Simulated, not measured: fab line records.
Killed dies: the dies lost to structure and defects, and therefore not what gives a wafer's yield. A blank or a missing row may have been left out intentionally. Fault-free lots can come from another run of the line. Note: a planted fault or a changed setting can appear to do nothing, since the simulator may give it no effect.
What tool caused it? ; flow berkeley-cmos170 ; 37 wafers from 13 lots sampled at 6 of the route's 331 steps

## WHAT THE GAUGES SHOWED, per wafer
UCB170_NSD_TW_MEAS_10.
lot;measured;on;NSD_TW
L191;day 7 06:08;film-metro-03;4199 4221 4197
L194;day 7 20:05;film-metro-03;4195 4190 4220
L197;day 8 08:45;film-metro-01;4152 4142 4139
L195;day 8 08:59;film-metro-03;4211 4190 4214
L196;day 8 09:16;film-metro-01;4142 4117 4155
L198;day 9 02:58;film-metro-03;4218 4202 4242
L199;day 9 03:11;film-metro-03;4223 4204 4211
L201;day 9 16:23;film-metro-04;4284 4242 4253
L205;day 10 04:44;film-metro-01;4143
L208;day 10 04:51;film-metro-03;4204 4207 4206
L210;day 11 00:20;film-metro-03;4219 4210 4212
L214;day 11 11:57;film-metro-01;4148 4141 4144
L213;day 11 14:32;film-metro-04;4274 4263 4270

UCB170_M1_RS_MEAS_01: uses a four-point probe to measure.
lot;measured;on;M1_AL_RS (ohm/sq)
L191;day 7 12:40;film-metro-01;0.0486 0.0485 0.0488
L194;day 8 05:16;film-metro-01;0.0484 0.0489 0.0489
L197;day 8 16:53;film-metro-03;0.0489 0.0480 0.0497
L195;day 8 18:28;film-metro-04;0.0490 0.0494 0.0487
L196;day 8 21:19;film-metro-01;0.0480 0.0483 0.0479
L198;day 9 12:04;film-metro-01;0.0488 0.0487 0.0483
L199;day 9 12:09;film-metro-04;0.0499 0.0496 0.0506
L201;day 10 02:40;film-metro-04;0.0486 0.0489 0.0483
L205;day 10 13:04;film-metro-01;0.0544
L208;day 10 17:47;film-metro-04;0.0478 0.0479 0.0480
L210;day 11 09:08;film-metro-03;0.0483 0.0482 0.0478
L214;day 11 21:13;film-metro-01;0.0499 0.0483 0.0489
L213;day 12 00:11;film-metro-03;0.0475 0.0475 0.0474

UCB170_M1_THK_MEAS_02: measures by xrf.
lot;measured;on;M1_AL_THK (nm)
L191;day 7 12:47;film-metro-01;602 608 603
L194;day 8 05:22;film-metro-01;601 599 601
L197;day 8 16:59;film-metro-03;592 603 584
L195;day 8 18:35;film-metro-04;590 589 598
L196;day 8 21:25;film-metro-01;607 605 611
L198;day 9 12:10;film-metro-01;601 597 602
L199;day 9 12:16;film-metro-04;578 581 572
L201;day 10 02:47;film-metro-04;597 597 601
L205;day 10 13:10;film-metro-01;542
L208;day 10 17:53;film-metro-04;607 606 605
L210;day 11 09:16;film-metro-03;601 604 606
L214;day 11 21:20;film-metro-01;591 607 599
L213;day 12 00:18;film-metro-03;608 609 609

## WHAT TOOL EACH LOT RAN ON (gives the tool, then ch and the chambers of the sampled wafers, and finally the start)
lot;UCB170_SILICIDE_SPUTTER_01;UCB170_CONTACT_STRIP_19;UCB170_M1_SPUTTER_00
L191;pvd-sputter-04, day 7 07:50;plasma-asher-04 ch 0,1, day 7 12:11;pvd-sputter-01, day 7 12:35
L194;pvd-sputter-03, day 7 21:59;plasma-asher-02 ch 0,1, day 8 04:45;pvd-sputter-03, day 8 05:09
L197;pvd-sputter-04, day 8 10:52;plasma-asher-04 ch 0,1, day 8 16:20;pvd-sputter-03, day 8 16:47
L195;pvd-sputter-02, day 8 10:53;plasma-asher-03 ch 0,1, day 8 18:01;pvd-sputter-01, day 8 18:24
L196;pvd-sputter-03, day 8 11:31;plasma-asher-02 ch 1, day 8 20:40;pvd-sputter-04, day 8 21:14
L198;pvd-sputter-03, day 9 05:28;plasma-asher-04 ch 0,1, day 9 11:35;pvd-sputter-04, day 9 11:58
L199;pvd-sputter-04, day 9 05:28;plasma-asher-02 ch 0,1, day 9 11:41;pvd-sputter-01, day 9 12:05
L201;pvd-sputter-04, day 9 20:44;plasma-asher-02 ch 0,1, day 10 01:58;pvd-sputter-01, day 10 02:37
L205;pvd-sputter-02, day 10 06:20;plasma-asher-04 ch 1, day 10 12:35;pvd-sputter-01, day 10 12:57
L208;pvd-sputter-04, day 10 06:34;plasma-asher-02 ch 0,1, day 10 14:05;pvd-sputter-04, day 10 17:41
L210;pvd-sputter-03, day 11 02:46;plasma-asher-02 ch 0,1, day 11 08:41;pvd-sputter-04, day 11 09:05
L214;pvd-sputter-03, day 11 16:08;plasma-asher-02 ch 0,1, day 11 20:45;pvd-sputter-03, day 11 21:09
L213;pvd-sputter-02, day 11 16:28;plasma-asher-02 ch 0,1, day 11 22:41;pvd-sputter-04, day 12 00:07
- UCB170_SILICIDE_SPUTTER_01: material Ti, target thk 30 nm, time 25 s.
- UCB170_CONTACT_STRIP_19: strips in O2.
- UCB170_M1_SPUTTER_00: material Al, target thk 600 nm, time 80 s.

## WHAT THE TOOLS THEMSELVES READ (means of the sampled wafers that have a number; where no wafer has one, the mark that the record gives instead)
UCB170_SILICIDE_SPUTTER_01.
lot;tool;throttle-valve-pct (%)
L191;pvd-sputter-04;29.9
L194;pvd-sputter-03;29.9
L197;pvd-sputter-04;30.4
L195;pvd-sputter-02;30.2
L196;pvd-sputter-03;29.8
L198;pvd-sputter-03;29.7
L199;pvd-sputter-04;30.2
L201;pvd-sputter-04;29.8
L205;pvd-sputter-02;30.6
L208;pvd-sputter-04;30.7
L210;pvd-sputter-03;30.4
L214;pvd-sputter-03;28.6
L213;pvd-sputter-02;30.0

UCB170_CONTACT_STRIP_19.
lot;tool;drypump-motor-current-A (A);oes-product-au (a.u.)
L191;plasma-asher-04;5.09;0.730
L194;plasma-asher-02;5.46;0.725
L197;plasma-asher-04;5.23;0.727
L195;plasma-asher-03;5.59;0.724
L196;plasma-asher-02;5.39;0.721
L198;plasma-asher-04;5.10;0.719
L199;plasma-asher-02;5.44;0.723
L201;plasma-asher-02;5.43;0.726
L205;plasma-asher-04;5.00;0.719
L208;plasma-asher-02;5.44;0.726
L210;plasma-asher-02;5.42;0.725
L214;plasma-asher-02;5.49;0.723
L213;plasma-asher-02;5.43;0.724

UCB170_M1_SPUTTER_00.
lot;tool;throttle-valve-pct (%)
L191;pvd-sputter-01;30.5
L194;pvd-sputter-03;30.4
L197;pvd-sputter-03;29.3
L195;pvd-sputter-01;30.4
L196;pvd-sputter-04;30.8
L198;pvd-sputter-04;30.1
L199;pvd-sputter-01;31.3
L201;pvd-sputter-01;30.2
L205;pvd-sputter-01;29.6
L208;pvd-sputter-04;29.8
L210;pvd-sputter-04;30.7
L214;pvd-sputter-03;29.2
L213;pvd-sputter-04;30.2

## THE ANSWER, worked out from the rows above alone
Rule: what is usual is taken from the lots themselves. The widest of any qualifying gaps counts: lots, ordered by their means at a reading, are off when they make up no more than a third of the lots, leave a main group of 4 or more, and stand apart from it by 3 or more times the standard deviation of that group's means. If all means in a main group match to the digits the tables above print for the reading, that group is not used. Also off: a lot with no number at a reading for which 4 or more lots have one. All remaining lots with rows at the step are treated as sound. First the gauges in route order, then the tools' own readings, where a lot's mean is used as printed above. The first step at which some lot is off is used, and at that step the reading that is off furthest; a lot without a number counts as furthest.
Off: at UCB170_M1_RS_MEAS_01 (M1_AL_RS), L205. Main group: mean 0.0486 ohm/sq, sd 0.00063.
If a tool, at a process step before that reading, ran all the lots that are off and no sound lot after the first of them, it fits. Those tools and the gauges at UCB170_M1_RS_MEAS_01 are tried in the same way. 2 tools fit, plasma-asher-04 at UCB170_CONTACT_STRIP_19 and pvd-sputter-01 at UCB170_M1_SPUTTER_00, so this cannot tell which one it is.

## WHAT THE SIMULATOR HAD INSERTED
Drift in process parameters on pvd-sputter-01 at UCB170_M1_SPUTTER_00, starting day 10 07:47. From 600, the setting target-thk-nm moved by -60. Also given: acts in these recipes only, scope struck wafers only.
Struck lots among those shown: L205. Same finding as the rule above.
